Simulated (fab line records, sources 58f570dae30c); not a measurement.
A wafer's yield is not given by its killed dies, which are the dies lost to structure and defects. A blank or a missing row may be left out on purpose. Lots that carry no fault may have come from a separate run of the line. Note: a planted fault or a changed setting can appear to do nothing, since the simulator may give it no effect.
Chamber matching | flow berkeley-cmos170 | UCB170_V2_ETCH_14 on rie-diel-03: 4 sister chambers
The step etches SiO2 in CHF3/CF4/Ar, stops on Al, target depth 1250 nm, time 291 s. 16 wafers are shown with their chamber, then 8 later ones without.

WAFERS PAIRED WITH THEIR CHAMBERS
wafer  | chamber | drypump-motor-current-A (A) | throttle-valve-pct (%) | oes-product-au (a.u.)
L895.1 | 1       | 6.3                         | 7.18                   | 0.877
L895.3 | 0       | 5.6                         | 7.01                   | 0.882
L895.5 | 2       | 5.8                         | 6.76                   | 0.884
L897.2 | 2       | 5.7                         | 6.79                   | 0.884
L897.5 | 1       | 6.3                         | 7.16                   | 0.879
L897.6 | 0       | 5.6                         | 7.04                   | 0.869
L898.1 | 2       | 5.8                         | 6.76                   | 0.874
L898.2 | 3       | 6.2                         | 6.71                   | 0.864
L898.6 | 1       | 6.3                         | 7.15                   | 0.888
L901.1 | 3       | 6.2                         | 6.71                   | 0.859
L901.5 | 3       | 6.2                         | 6.71                   | 0.861
L901.6 | 0       | 5.6                         | 7.03                   | 0.866
L907.3 | 1       | 6.3                         | 7.17                   | 0.885
L907.4 | 3       | 6.2                         | 6.71                   | 0.865
L907.6 | 3       | 6.2                         | 6.71                   | 0.873
L912.1 | 1       | 6.3                         | 7.16                   | 0.888

SIGNATURES (means of the wafers above)
reading                 | chamber 0 | chamber 1 | chamber 2 | chamber 3 | scatter within a chamber
drypump-motor-current-A | 5.600     | 6.300     | 5.767     | 6.200     | 0.0236
throttle-valve-pct      | 7.0267    | 7.1640    | 6.7700    | 6.7100    | 0.0115
oes-product-au          | 0.87233   | 0.88340   | 0.88067   | 0.86440   | 0.006
Rule: a wafer's distance from a chamber is the root of the sum, over the readings, of the square of ((its reading less the chamber's mean) divided by the reading's scatter). The wafer belongs to the nearest chamber; if the next one is less than 2 further off, it can't be placed. The scatter is the square root of a quotient: the sum, over the shown wafers, of each reading's squared deviation from its chamber's mean, divided by wafers minus chambers.

WAFERS MISSING THEIR CHAMBER
wafer  | drypump-motor-current-A (A) | throttle-valve-pct (%) | oes-product-au (a.u.)
L912.2 | 5.6                         | 7.02                   | 0.871
L912.4 | 6.2                         | 6.71                   | 0.870
L911.2 | 6.2                         | 6.71                   | 0.866
L911.4 | 5.6                         | 7.01                   | 0.874
L911.6 | 6.3                         | 7.16                   | 0.883
L915.1 | 6.2                         | 6.71                   | 0.869
L915.3 | 5.6                         | 7.03                   | 0.869
L915.6 | 5.6                         | 7.01                   | 0.877

WHICH CHAMBER EACH WENT THROUGH
wafer  | from the rows above | in truth
L912.2 | 0                   | 0
L912.4 | 3                   | 3
L911.2 | 3                   | 3
L911.4 | 0                   | 0
L911.6 | 1                   | 1
L915.1 | 3                   | 3
L915.3 | 0                   | 0
L915.6 | 0                   | 0
8 of 8 placed correctly. Not placeable from these rows: 0. Placed wrongly: 0.
